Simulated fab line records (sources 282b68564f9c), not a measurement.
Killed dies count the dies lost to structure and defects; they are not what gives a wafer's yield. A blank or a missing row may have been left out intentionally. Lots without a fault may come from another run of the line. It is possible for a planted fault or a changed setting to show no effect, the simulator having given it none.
A sampling plan put to the test    flow ritCmos    each of the 36 faults these records tell of, on one fab line, judged from the records of the lots it struck
The plan consists of the line's own looks: route steps at which the wafer is read by a gauge or an inspection but not changed. A look can be judged if struck wafers have a number there and the file gives its usual mean and standard deviation on fault-free wafers. Caught: at a look after the fault's first step, the mean of the struck wafers lies 4 or more of those standard deviations (sigma) from the usual mean. On the tool: the identical test, applied to the tool's own readings at the steps of the fault. Another recipe on the struck wafers, or a record that is blank for them alone, also counts as caught.

== THE FAULTS, as the simulator had put them in ==
1. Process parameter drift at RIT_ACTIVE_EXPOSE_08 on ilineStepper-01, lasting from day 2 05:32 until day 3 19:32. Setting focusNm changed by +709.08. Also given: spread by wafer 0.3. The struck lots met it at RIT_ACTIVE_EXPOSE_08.
2. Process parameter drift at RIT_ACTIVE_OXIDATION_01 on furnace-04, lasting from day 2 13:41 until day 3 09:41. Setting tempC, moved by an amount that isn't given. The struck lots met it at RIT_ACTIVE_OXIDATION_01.
3. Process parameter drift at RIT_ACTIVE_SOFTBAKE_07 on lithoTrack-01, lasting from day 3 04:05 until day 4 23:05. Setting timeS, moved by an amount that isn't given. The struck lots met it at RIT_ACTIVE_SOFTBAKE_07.
4. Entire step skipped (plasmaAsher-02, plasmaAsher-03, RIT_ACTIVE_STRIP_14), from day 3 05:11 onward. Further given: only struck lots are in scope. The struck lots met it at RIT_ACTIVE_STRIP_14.
5. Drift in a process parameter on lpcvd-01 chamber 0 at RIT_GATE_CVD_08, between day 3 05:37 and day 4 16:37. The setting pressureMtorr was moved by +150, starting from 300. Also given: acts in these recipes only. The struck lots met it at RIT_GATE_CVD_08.
6. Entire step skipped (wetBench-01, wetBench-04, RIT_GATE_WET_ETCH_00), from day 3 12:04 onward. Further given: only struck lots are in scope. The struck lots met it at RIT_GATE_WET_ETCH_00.
7. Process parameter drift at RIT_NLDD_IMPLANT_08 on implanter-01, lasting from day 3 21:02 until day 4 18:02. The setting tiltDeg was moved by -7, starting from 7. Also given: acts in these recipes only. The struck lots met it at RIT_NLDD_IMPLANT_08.
8. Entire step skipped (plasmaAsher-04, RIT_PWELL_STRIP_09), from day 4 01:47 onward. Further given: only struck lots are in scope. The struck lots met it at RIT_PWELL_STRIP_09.
9. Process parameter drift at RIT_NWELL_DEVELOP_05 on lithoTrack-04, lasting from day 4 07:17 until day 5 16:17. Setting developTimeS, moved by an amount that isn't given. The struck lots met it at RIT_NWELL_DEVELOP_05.
10. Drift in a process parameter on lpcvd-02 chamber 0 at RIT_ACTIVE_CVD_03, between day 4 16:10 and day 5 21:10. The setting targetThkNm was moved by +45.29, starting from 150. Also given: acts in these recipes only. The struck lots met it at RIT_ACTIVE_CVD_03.
11. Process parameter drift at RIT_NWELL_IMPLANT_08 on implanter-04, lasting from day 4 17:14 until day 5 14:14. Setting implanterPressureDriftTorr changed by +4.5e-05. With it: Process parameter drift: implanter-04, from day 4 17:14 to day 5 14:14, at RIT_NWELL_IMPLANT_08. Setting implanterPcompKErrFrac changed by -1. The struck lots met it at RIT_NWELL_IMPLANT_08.
12. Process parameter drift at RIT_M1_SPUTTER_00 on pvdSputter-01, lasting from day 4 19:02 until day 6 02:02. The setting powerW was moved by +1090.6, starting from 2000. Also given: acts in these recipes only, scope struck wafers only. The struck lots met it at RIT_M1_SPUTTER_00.
13. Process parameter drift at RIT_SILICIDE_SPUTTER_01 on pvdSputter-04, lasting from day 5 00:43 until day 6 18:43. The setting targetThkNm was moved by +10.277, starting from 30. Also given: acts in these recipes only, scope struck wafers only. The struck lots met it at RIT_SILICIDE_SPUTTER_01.
14. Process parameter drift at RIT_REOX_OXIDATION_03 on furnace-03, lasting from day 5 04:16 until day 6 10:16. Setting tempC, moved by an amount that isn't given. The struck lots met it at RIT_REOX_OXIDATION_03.
15. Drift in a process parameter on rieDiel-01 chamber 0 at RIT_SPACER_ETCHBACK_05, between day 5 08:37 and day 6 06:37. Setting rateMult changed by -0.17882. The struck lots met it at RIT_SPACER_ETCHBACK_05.
16. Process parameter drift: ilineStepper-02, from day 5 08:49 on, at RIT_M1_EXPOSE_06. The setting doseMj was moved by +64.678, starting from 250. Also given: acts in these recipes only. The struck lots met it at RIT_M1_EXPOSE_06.
17. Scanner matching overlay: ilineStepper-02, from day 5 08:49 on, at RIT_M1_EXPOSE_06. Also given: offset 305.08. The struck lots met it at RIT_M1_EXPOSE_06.
18. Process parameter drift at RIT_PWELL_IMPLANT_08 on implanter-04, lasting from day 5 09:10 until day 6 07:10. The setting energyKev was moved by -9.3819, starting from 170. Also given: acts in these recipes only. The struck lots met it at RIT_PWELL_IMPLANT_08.
19. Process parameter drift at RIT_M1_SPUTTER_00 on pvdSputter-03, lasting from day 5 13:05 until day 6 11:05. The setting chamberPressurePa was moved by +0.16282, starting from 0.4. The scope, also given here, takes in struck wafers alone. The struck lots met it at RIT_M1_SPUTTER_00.
20. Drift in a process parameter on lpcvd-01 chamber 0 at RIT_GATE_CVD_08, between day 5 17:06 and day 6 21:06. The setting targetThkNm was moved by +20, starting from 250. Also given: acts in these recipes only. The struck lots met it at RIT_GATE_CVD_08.
21. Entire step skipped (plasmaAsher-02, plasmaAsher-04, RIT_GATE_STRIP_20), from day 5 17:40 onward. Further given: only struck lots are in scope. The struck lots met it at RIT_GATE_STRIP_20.
22. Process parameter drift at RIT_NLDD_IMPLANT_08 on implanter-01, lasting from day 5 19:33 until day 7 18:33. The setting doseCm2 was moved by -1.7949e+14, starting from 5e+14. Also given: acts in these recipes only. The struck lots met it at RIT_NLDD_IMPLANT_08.
23. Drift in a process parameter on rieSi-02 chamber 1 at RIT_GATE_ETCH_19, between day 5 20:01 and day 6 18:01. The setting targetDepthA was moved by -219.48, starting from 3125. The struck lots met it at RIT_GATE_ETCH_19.
24. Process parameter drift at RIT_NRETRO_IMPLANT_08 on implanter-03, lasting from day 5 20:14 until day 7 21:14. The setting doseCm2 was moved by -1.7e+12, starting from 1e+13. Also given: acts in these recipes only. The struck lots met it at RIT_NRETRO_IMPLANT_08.
25. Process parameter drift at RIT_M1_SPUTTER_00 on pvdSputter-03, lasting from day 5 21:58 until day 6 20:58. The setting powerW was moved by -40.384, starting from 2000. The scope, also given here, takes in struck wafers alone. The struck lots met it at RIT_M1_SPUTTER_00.
26. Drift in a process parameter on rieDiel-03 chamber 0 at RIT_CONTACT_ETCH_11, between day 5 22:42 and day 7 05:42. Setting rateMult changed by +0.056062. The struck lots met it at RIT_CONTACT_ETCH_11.
27. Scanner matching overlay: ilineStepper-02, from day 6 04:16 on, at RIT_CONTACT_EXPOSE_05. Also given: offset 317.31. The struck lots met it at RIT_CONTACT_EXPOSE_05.
28. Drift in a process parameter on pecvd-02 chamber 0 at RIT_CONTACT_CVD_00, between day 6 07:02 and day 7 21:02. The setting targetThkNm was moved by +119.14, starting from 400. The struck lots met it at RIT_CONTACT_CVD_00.
29. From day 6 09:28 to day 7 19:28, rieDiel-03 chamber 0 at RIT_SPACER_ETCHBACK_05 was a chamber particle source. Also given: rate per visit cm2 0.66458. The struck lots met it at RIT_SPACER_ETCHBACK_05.
30. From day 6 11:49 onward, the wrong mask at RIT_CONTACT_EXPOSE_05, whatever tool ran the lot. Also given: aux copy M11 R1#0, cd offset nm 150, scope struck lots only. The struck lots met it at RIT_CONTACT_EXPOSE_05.
31. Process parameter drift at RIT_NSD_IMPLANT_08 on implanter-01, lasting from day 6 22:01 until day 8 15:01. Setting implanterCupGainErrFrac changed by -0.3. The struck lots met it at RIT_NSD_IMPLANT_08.
32. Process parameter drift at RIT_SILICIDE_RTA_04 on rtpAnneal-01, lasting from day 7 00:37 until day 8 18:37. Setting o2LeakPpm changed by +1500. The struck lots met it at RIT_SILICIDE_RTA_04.
33. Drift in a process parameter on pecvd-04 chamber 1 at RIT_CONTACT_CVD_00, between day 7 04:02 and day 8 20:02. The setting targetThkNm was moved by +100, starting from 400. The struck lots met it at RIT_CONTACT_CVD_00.
34. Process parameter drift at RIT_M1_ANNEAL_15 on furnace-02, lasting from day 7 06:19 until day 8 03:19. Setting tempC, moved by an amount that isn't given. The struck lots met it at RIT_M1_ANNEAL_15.
35. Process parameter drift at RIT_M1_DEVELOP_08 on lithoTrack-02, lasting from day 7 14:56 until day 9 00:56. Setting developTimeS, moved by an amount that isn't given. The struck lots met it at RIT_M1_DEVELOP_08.
36. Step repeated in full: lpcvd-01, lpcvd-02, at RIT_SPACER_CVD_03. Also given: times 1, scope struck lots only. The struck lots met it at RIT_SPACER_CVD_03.

== WHAT THE PLAN SAW ==
fault  on the tool itself                                first look that catches it                       reading, sigma                    median hours from its first step to that look  hours from the fault's start to the first struck lot there  judged looks passed uncaught
1      exposureDoseMJCm2 -23 sigma                       RIT_ACTIVE_CD_MEAS_11                            cdNm -14                          0.4                                            34                                                          0
2      tubeCenterTempC +99 or beyond sigma               RIT_ACTIVE_THK_MEAS_02                           ACTIVE_OXIDE_THK +13              1.9                                            4                                                           0
3      runLengthS -68 sigma                              not the one look that can be judged after it     -                                 -                                              -                                                           1
4      the tool's record is blank for the struck wafers  no look after it can be judged                   -                                 -                                              -                                                           0
5      pressureMtorr +99 or beyond sigma                 RIT_GATE_THK_MEAS_09                             GATE_POLY_THK +21                 1.6                                            11                                                          0
6      the tool's record is blank for the struck wafers  RIT_FOX2_THK_MEAS_91                             FIELD_OXIDE_LEFT_2_THK +8.2       0.4                                            2                                                           0
7      tiltDeg -99 or beyond sigma                       RIT_NLDD_TW_MEAS_10                              NLDD_TW -9.4                      0.3                                            5                                                           0
8      the tool's record is blank for the struck wafers  RIT_NRETRO_TW_MEAS_10                            NRETRO_TW -99 or beyond           7.9                                            10                                                          0
9      under 2 sigma                                     RIT_NWELL_TW_MEAS_10                             NWELL_TW -5.6                     1.6                                            3                                                           0
10     only faintly: zonePowerCentrePct +2.1 sigma       RIT_ACTIVE_THK_MEAS_04                           ACTIVE_NITRIDE_THK +32            1.4                                            11                                                          0
11     endStationPressureTorr +99 or beyond sigma        RIT_NWELL_TW_MEAS_10                             NWELL_TW +5.6                     0.3                                            7                                                           0
12     cathodeDcPowerW +99 or beyond sigma               RIT_M1_RS_MEAS_01                                M1_AL_RS -34                      0.3                                            7                                                           0
13     under 2 sigma                                     RIT_SILICIDE_RS_MEAS_02                          SILICIDE_TI_RS -25                0.2                                            6                                                           0
14     tubeCenterTempC +99 or beyond sigma               RIT_REOX_THK_MEAS_04                             REOX_OXIDE_THK +9.9               2.6                                            0                                                           0
15     under 2 sigma                                     none of the 7 looks that can be judged after it  -                                 -                                              -                                                           7
16     exposureDoseMJCm2 +99 or beyond sigma             RIT_M1_CD_MEAS_09                                cdNm -26                          0.4                                            7                                                           0
17     no reading that can be judged                     RIT_M1_OVL_MEAS_10                               M1_OVL +99 or beyond              0.5                                            7                                                           0
18     beamEnergyKeV -99 or beyond sigma                 no look after it can be judged                   -                                 -                                              -                                                           0
19     chamberPressurePa +99 or beyond sigma             RIT_M1_RS_MEAS_01                                M1_AL_RS +10                      0.3                                            4                                                           0
20     under 2 sigma                                     RIT_GATE_THK_MEAS_09                             GATE_POLY_THK +9.6                1.6                                            14                                                          0
21     the tool's record is blank for the struck wafers  no look after it can be judged                   -                                 -                                              -                                                           0
22     doseIonsCm2 -99 or beyond sigma                   RIT_NLDD_TW_MEAS_10                              NLDD_TW -13                       0.3                                            5                                                           0
23     oesProductAu +4.3 sigma                           no look after it can be judged                   -                                 -                                              -                                                           0
24     doseIonsCm2 -99 or beyond sigma                   RIT_NRETRO_TW_MEAS_10                            NRETRO_TW -7.1                    0.3                                            5                                                           0
25     cathodeDcPowerW -99 or beyond sigma               none of the 4 looks that can be judged after it  -                                 -                                              -                                                           4
26     under 2 sigma                                     no look after it can be judged                   -                                 -                                              -                                                           0
27     no reading that can be judged                     RIT_CONTACT_OVL_MEAS_09                          CONTACT_OVL +99 or beyond         0.6                                            4                                                           0
28     under 2 sigma                                     RIT_CONTACT_THK_MEAS_01                          CONTACT_TEOS_THK +24              0.0                                            16                                                          0
29     under 2 sigma                                     no look after it can be judged                   -                                 -                                              -                                                           0
30     under 2 sigma                                     RIT_CONTACT_CD_MEAS_08                           cdNm +75                          0.5                                            3                                                           0
31     beamOnS +22 sigma                                 RIT_NSD_TW_MEAS_10                               NSD_TW +8.1                       0.3                                            3                                                           0
32     chamberO2Ppm +99 or beyond sigma                  no look after it can be judged                   -                                 -                                              -                                                           0
33     under 2 sigma                                     RIT_CONTACT_THK_MEAS_01                          CONTACT_TEOS_THK +20              0.1                                            7                                                           0
34     tubeCenterTempC -99 or beyond sigma               not the one look that can be judged after it     -                                 -                                              -                                                           1
35     no reading that can be judged                     RIT_M1_CD_MEAS_09                                cdNm -5.8                         0.6                                            7                                                           0
36     no reading that can be judged                     RIT_SPACER_THK_MEAS_04                           SPACER_NITRIDE_THK +99 or beyond  4.7                                            -                                                           0
Dash: fault not caught, or number not given in these records.

Caught at a look: 25 of 36. Caught on the tool: 22 of 36. By one or the other: 33 of 36.
Faults 3, 4, 18, 21, 23, 25, 32, 34 were caught on the tool alone.
Caught at a look alone: faults 9, 10, 13, 17, 20, 27, 28, 30, 33, 35, 36.
Caught by neither: faults 15, 26, 29.

== THINNER SAMPLING ==
In the worst case, this is how late the first struck lot would be measured if the look that catches a fault measured only every second or every third lot, by lot number:
fault  struck lots at that look, in order of time  every lot  every second lot  every third lot
1      L869                                        34 h       may miss it       may miss it
2      L673, L674                                  4 h        9 h               may miss all 2
5      L350, L353                                  11 h       26 h              may miss all 2
6      L655, L656                                  2 h        11 h              may miss all 2
7      L784, L785                                  5 h        14 h              may miss all 2
8      L371, L372, L373                            10 h       13 h              18 h
9      L609, L611, L612                            3 h        19 h              may miss all 3
10     L895                                        11 h       may miss it       may miss it
11     L418, L419, L420                            7 h        9 h               13 h
12     L825                                        7 h        may miss it       may miss it
13     L186                                        6 h        may miss it       may miss it
14     L113, L114, L116                            0 h        5 h               may miss all 3
16     L268, L272                                  7 h        may miss all 2    may miss all 2
17     L628, L632                                  7 h        may miss all 2    may miss all 2
19     L914, L916                                  4 h        may miss all 2    may miss all 2
20     L555                                        14 h       may miss it       may miss it
22     L790, L792                                  5 h        may miss all 2    may miss all 2
24     L622, L623                                  5 h        10 h              may miss all 2
27     L787, L791, L793, L795                      4 h        may miss all 4    40 h
28     L336                                        16 h       may miss it       may miss it
30     L832                                        3 h        may miss it       may miss it
31     L467, L469                                  3 h        may miss all 2    may miss all 2
33     L235, L238                                  7 h        22 h              may miss all 2
35     L526, L527                                  7 h        15 h              may miss all 2
The hour figures run from when the fault began to the first measured lot among those it struck. Since the struck wafers were tested as one group against 4 sigma, a single lot by itself may lie under the limit. Other struck lots may not be in these records.

== THE LONGEST TIMED WAY FROM STEP TO LOOK ==
For fault 8, RIT_PWELL_STRIP_09 and RIT_NRETRO_TW_MEAS_10 are separated by a median of 7.9 hours. No look between them can be judged.
